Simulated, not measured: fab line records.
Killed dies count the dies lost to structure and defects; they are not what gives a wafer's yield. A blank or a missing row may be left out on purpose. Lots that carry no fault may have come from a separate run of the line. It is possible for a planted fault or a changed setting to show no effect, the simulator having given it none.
One fault seen from 2 desks + flow ritCmos + numbers are kept per desk, each desk with only its own; the story behind them comes last

== TOOL OWNER'S DESK, rieDiel-03 ==
The tool's own readings at RIT_ACTIVE_ETCH_13 (etches Si3N4 in SF6, stops on SiO2, time 210 s, target depth 210 nm): means of the sampled wafers that have a number, for each lot that ran on this tool. The brackets show how far a lot's mean lies from the usual mean; more than 4 standard deviations puts the lot out of limits, marked OUT.
Columns: A = drypumpMotorCurrentA at RIT_ACTIVE_ETCH_13, usual 5.4 A; B = oesProductAu at RIT_ACTIVE_ETCH_13, usual 0.820 a.u.; C = rfFwdPowerW at RIT_ACTIVE_ETCH_13, usual 124.5 W; D = throttleValvePct at RIT_ACTIVE_ETCH_13, usual 7.46 %
| lot  | first seen here | A   | B     | C               | D    |
|------|-----------------|-----|-------|-----------------|------|
| L587 | day 2 08:10     | 5.3 | 0.830 | 124.6           | 7.43 |
| L595 | day 3 21:52     | 5.4 | 0.834 | 141.1 (+39) OUT | 7.45 |
| L596 | day 4 02:50     | 5.2 | 0.829 | 141.5 (+39) OUT | 7.42 |
| L598 | day 4 12:50     | 5.2 | 0.831 | 141.2 (+39) OUT | 7.42 |
This desk finds L595, L596, L598 out of limits, L595 being first, at day 3 21:52 (rfFwdPowerW at RIT_ACTIVE_ETCH_13). In limits: L587.

== FROM THE METROLOGY DESK ==
What the gauges read for every lot (on any tool): the sampled wafers with a number, averaged. The brackets show how far a lot's mean lies from the usual mean; more than 4 standard deviations puts the lot out of limits, marked OUT.
Columns: A = cdNm at RIT_ACTIVE_CD_MEAS_11, usual 1400.4 nm
| lot  | first seen here | A      |
|------|-----------------|--------|
| L586 | day 2 02:02     | 1400.4 |
| L587 | day 2 07:58     | 1399.9 |
| L595 | day 3 21:35     | 1399.7 |
| L596 | day 4 02:35     | 1403.4 |
| L598 | day 4 12:35     | 1404.3 |
| L600 | day 5 01:18     | 1398.1 |
| L602 | day 5 11:34     | 1401.0 |
Finding of this desk: none of the 7 lots has anything out of limits.

== BROUGHT TOGETHER ==
An alarm could have come from the tool owner's desk at day 3 21:52, on L595, L596, L598.
At the metrology desk, nothing out of limits was observed.
The metrology desk has L595, L596, L598 on record, within its limits.
All the named lots went through RIT_ACTIVE_ETCH_13 on rieDiel-03.

== WHAT THE SIMULATOR HAD PUT IN ==
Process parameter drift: rieDiel-03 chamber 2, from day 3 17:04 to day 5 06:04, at RIT_ACTIVE_ETCH_13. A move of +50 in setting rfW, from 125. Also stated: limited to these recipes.
Struck lots among those shown: L595, L596, L598.
Hours from the fault's start to each desk's first reading out of limits: the tool owner's desk, 5.
